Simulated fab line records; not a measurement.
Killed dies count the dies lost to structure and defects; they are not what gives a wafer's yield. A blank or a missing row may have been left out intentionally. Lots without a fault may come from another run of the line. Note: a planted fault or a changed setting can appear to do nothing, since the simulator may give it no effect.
One fault through the eyes of 2 desks :: flow berkeley cmos170 :: each desk has only its own numbers; what lay behind them comes last

FOR THE TOOL OWNER'S DESK: lpcvd-01
The tool's own readings at UCB170_CONTACT_CVD_01 (deposits PSG from SiH4/O2/PH3, target thk 700 nm, time 2820 s): means of the sampled wafers that have a number, for each lot that ran on this tool. The brackets show how far a lot's mean lies from the usual mean; more than 4 standard deviations puts the lot out of limits, marked OUT.
Columns: A = o2 flow sccm at UCB170_CONTACT_CVD_01, usual 90.05 sccm
lot: L444
first seen here: day 8 13:33
A: 89.72

lot: L445
first seen here: day 8 13:33
A: 90.19

lot: L447
first seen here: day 9 06:49
A: 89.99

lot: L448
first seen here: day 9 11:56
A: 89.90

lot: L453
first seen here: day 9 23:34
A: 90.19

lot: L451
first seen here: day 10 01:21
A: 90.08

lot: L457
first seen here: day 11 00:17
A: 90.37

lot: L461
first seen here: day 11 13:37
A: 108.01 (+72) OUT

lot: L462
first seen here: day 12 02:33
A: 108.17 (+72) OUT
This desk's finding: out of limits on L461, L462; first on L461, day 11 13:37 (o2 flow sccm at UCB170_CONTACT_CVD_01). In limits: L444, L445, L447, L448, L453, L451, L457.

THE METROLOGY DESK
What the gauges read, lot by lot, whatever tool the lot ran on: means of the sampled wafers that have a number. The brackets show how far a lot's mean lies from the usual mean; more than 4 standard deviations puts the lot out of limits, marked OUT.
Columns: A = NSD_OVL at UCB170_NSD_OVL_MEAS_07, usual -3 nm; B = CONTACT_PSG_THK at UCB170_CONTACT_THK_MEAS_02, usual 700 nm
lot: L443
first seen here: day 8 01:17
A: -2
B: 696

lot: L445
first seen here: day 8 10:13
A: -9
B: 709

lot: L444
first seen here: day 8 10:17
A: -4
B: 701

lot: L447
first seen here: day 9 02:59
A: -2
B: 688

lot: L449
first seen here: day 9 08:15
A: 3
B: 696

lot: L448
first seen here: day 9 08:46
A: -5
B: 702

lot: L450
first seen here: day 9 08:50
A: 0
B: 699

lot: L453
first seen here: day 9 19:15
A: -4
B: 697

lot: L451
first seen here: day 9 19:40
A: -3
B: 694

lot: L455
first seen here: day 10 14:02
A: 1
B: 693

lot: L457
first seen here: day 10 21:07
A: -2
B: 704

lot: L460
first seen here: day 11 03:17
A: -1
B: 695

lot: L461
first seen here: day 11 09:30
A: -5
B: 766 (+11) OUT

lot: L462
first seen here: day 12 00:08
A: -8
B: 770 (+12) OUT
Per this desk, out of limits: L461, L462; the first was L461, day 11 15:24 (CONTACT_PSG_THK at UCB170_CONTACT_THK_MEAS_02). In limits: L443, L445, L444, L447, L449, L448, L450, L453, L451, L455, L457, L460.

BROUGHT TOGETHER
The tool owner's desk had the chance to raise an alarm at day 11 13:37 on L461, L462.
At day 11 15:24 the metrology desk could have sounded an alarm, on L461, L462.
Every lot named ran UCB170_CONTACT_CVD_01 on lpcvd-01.

WHAT THE SIMULATOR HAD PUT IN
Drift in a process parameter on lpcvd-01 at UCB170_CONTACT_CVD_01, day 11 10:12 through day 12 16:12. Setting o2 flow sccm, moved by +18, from 90.
Shown lots that were struck: L461, L462.
Time in hours from fault onset to the first out-of-limits reading at each desk: tool owner's desk 3, metrology desk 5.
